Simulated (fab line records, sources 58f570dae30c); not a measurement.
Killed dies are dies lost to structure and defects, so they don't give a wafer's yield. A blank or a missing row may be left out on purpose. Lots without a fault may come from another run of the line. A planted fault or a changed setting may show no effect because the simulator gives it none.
Problem report in the 8D (eight disciplines) form, filled by code | flow berkeley_cmos170 | the parts of the form that need people (team, actions taken, sign-off) are left out

1. THE PROBLEM
tilt_deg at UCB170_NSD_IMPLANT_08 reads a mean of 3.983 degrees on 6 wafers of 2 lots; wafers without a fault read 6.998 degrees with a standard deviation of 0.017. That is -99 or more standard deviations from the usual mean.
First seen on wafer L779.3, day 10 17:57, on implanter-04. The record holds 42 wafers of 14 lots with a number at this step. Rule for "out", or "out of limits": more than 4 standard deviations from the usual mean. The other wafers with a number count as sound.

2. WHAT IT IS AND WHAT IT IS NOT
question                    | is                     | is not
which readings at this step | tilt_deg               | dose_ions_cm2
which lots                  | L779, L780             | L765, L766, L767, L770, L771, L773, L775, L776, L777, L778, L782, L786
which wafers of those lots  | all that have a number | -
read on which tools         | implanter-04           | implanter-01, implanter-02
when                        | from day 10 17:57      | up to then (30 sound wafers); but 6 sound wafers of L782, L786 came after

3. SUSPECTS, AND WHAT RULES EACH OUT
Counting: a tool at a process step up to the reading stays a suspect if it ran every lot that is out and no sound lot after the first of them.
- implanter-04 at UCB170_NSD_IMPLANT_08: kept. It ran every lot that is out, first L779 (day 10 17:57), and no sound lot after that; its last sound lot up to then is L775 (day 10 06:11). Its own readings are out on those wafers: tilt_deg.
Left after counting: implanter-04 at UCB170_NSD_IMPLANT_08.

4. THE CAUSE (what the simulator had put in)
Process parameter drift: implanter-04, from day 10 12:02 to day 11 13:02, at UCB170_NSD_IMPLANT_08. Setting tilt_deg, moved by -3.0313, from 7. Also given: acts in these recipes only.
Counting left only this tool.

5. THE CHAIN OF EFFECTS, in route order
Each row: a reading whose mean over the struck wafers that have a number lies more than 3 standard deviations from the usual. Only readings for which the record gives a usual standard deviation are gone through. hours: the time from each lot's start at the first step in this table that gives one to its start at this step, as a median over the lots. sigmas: the change in usual standard deviations.
hours | step                  | reading  | usual         | on struck wafers | change | sigmas
0     | UCB170_NSD_IMPLANT_08 | tilt_deg | 6.998 degrees | 3.983            | -3.015 | -99 or more
The process steps in it:
- UCB170_NSD_IMPLANT_08
Readings that are blank on the struck wafers while sound wafers have them: NSD_RS at UCB170_SDANNEAL_RS_MEAS_03.
Later measuring or inspecting steps at which every struck wafer that the step has a row for has a number for every such reading, and none has moved that far: UCB170_SILICIDE_THK_MEAS_03.

6. WHAT WOULD HAVE CAUGHT IT SOONER
In this record the first reading out of limits was taken at day 10 17:57, 6 hours after the fault began at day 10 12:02.
